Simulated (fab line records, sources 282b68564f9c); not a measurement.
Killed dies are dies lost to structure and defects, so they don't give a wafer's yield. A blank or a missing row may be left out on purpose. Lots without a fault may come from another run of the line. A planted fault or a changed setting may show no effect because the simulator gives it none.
Tool commonality check | flow rit_cmos | 14 lots, 42 wafers sampled

WHY IT WAS OPENED
At RIT_PWELL_TW_MEAS_10 the reading PWELL_TW is flagged on 2 of 14 lots. Wafers without a fault read 960, standard deviation 4.9.
Rule: a lot is flagged when every wafer of it that has a number lies more than 4 standard deviations from that mean, or none has a number. The other lots count as sound.

lot  | measured    | on            | PWELL_TW, wafer by wafer | flag
L113 | day 1 23:56 | film_metro-04 | 955 951 954              |
L114 | day 2 09:01 | film_metro-04 | 959 962 963              |
L115 | day 2 09:36 | film_metro-01 | 969 967 963              |
L116 | day 2 19:56 | film_metro-02 | 959 958 959              |
L117 | day 2 22:57 | film_metro-01 | 963 961 962              |
L118 | day 3 06:30 | film_metro-04 | 965 967 963              |
L119 | day 3 06:43 | film_metro-02 | 962 955 964              |
L123 | day 4 02:38 | film_metro-04 | 957 962 961              |
L128 | day 5 04:58 | film_metro-02 | 890 883 884              | FLAGGED
L129 | day 5 08:15 | film_metro-04 | 891 892 891              | FLAGGED
L130 | day 5 12:12 | film_metro-04 | 963 966 959              |
L133 | day 6 03:34 | film_metro-01 | 962 957 971              |
L134 | day 6 10:05 | film_metro-04 | 960 964 960              |
L136 | day 6 20:02 | film_metro-02 | 952 953 948              |
The numbers of the flagged lots are 888 on average: -72 against the usual, or -15 standard deviations.

WHICH TOOL RAN EACH LOT
The record holds 1 process step before the reading, out of a route of 202 steps. In each cell: the tool, then ch and the chambers that the sampled wafers went through, then the start.
lot  | flag    | RIT_PWELL_IMPLANT_08
L113 |         | implanter-02 ch 0, day 1 23:38
L114 |         | implanter-02 ch 0, day 2 08:41
L115 |         | implanter-02 ch 0, day 2 09:17
L116 |         | implanter-01 ch 0, day 2 19:37
L117 |         | implanter-02 ch 0, day 2 22:37
L118 |         | implanter-01 ch 0, day 3 06:11
L119 |         | implanter-02 ch 0, day 3 06:23
L123 |         | implanter-04 ch 0, day 4 02:19
L128 | FLAGGED | implanter-04 ch 0, day 5 04:38
L129 | FLAGGED | implanter-04 ch 0, day 5 07:56
L130 |         | implanter-02 ch 0, day 5 11:52
L133 |         | implanter-01 ch 0, day 6 03:15
L134 |         | implanter-01 ch 0, day 6 09:47
L136 |         | implanter-02 ch 0, day 6 19:42
What these steps do:
- RIT_PWELL_IMPLANT_08
- RIT_PWELL_TW_MEAS_10

FLAGGED OVER TOTAL, TOOL BY TOOL (the gauges that took the reading come last)
step                 | tool          | lots run | flagged | share of the flagged lots | sound lots run after its first flagged lot
RIT_PWELL_IMPLANT_08 | implanter-01  | 4        | 0       | none                      | -
RIT_PWELL_IMPLANT_08 | implanter-02  | 7        | 0       | none                      | -
RIT_PWELL_IMPLANT_08 | implanter-04  | 3        | 2       | all                       | 0
RIT_PWELL_TW_MEAS_10 | film_metro-01 | 3        | 0       | none                      | -
RIT_PWELL_TW_MEAS_10 | film_metro-02 | 4        | 1       | some                      | 1 (L136)
RIT_PWELL_TW_MEAS_10 | film_metro-04 | 7        | 1       | some                      | 2 (L130,L134)

WHAT THE TABLE ALLOWS
1 row of the table ran every flagged lot: implanter-04 at RIT_PWELL_IMPLANT_08.
- implanter-04 at RIT_PWELL_IMPLANT_08: 2 of its 3 lots flagged. Its last sound lot is L123 (day 4 02:19), its first flagged lot L128 (day 5 04:38): a fault that began between those two fits. Its own readings lie more than 4 standard deviations out on every wafer of the flagged lots: dose_ions_cm2, faraday_current_uA.
One tool is left: implanter-04 at RIT_PWELL_IMPLANT_08.

WHAT THE SIMULATOR HAD PUT IN
Process parameter drift: implanter-04, from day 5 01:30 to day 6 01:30, at RIT_PWELL_IMPLANT_08. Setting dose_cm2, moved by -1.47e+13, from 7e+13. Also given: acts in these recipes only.
Lots struck among those shown: L128, L129. The rule above found the same.
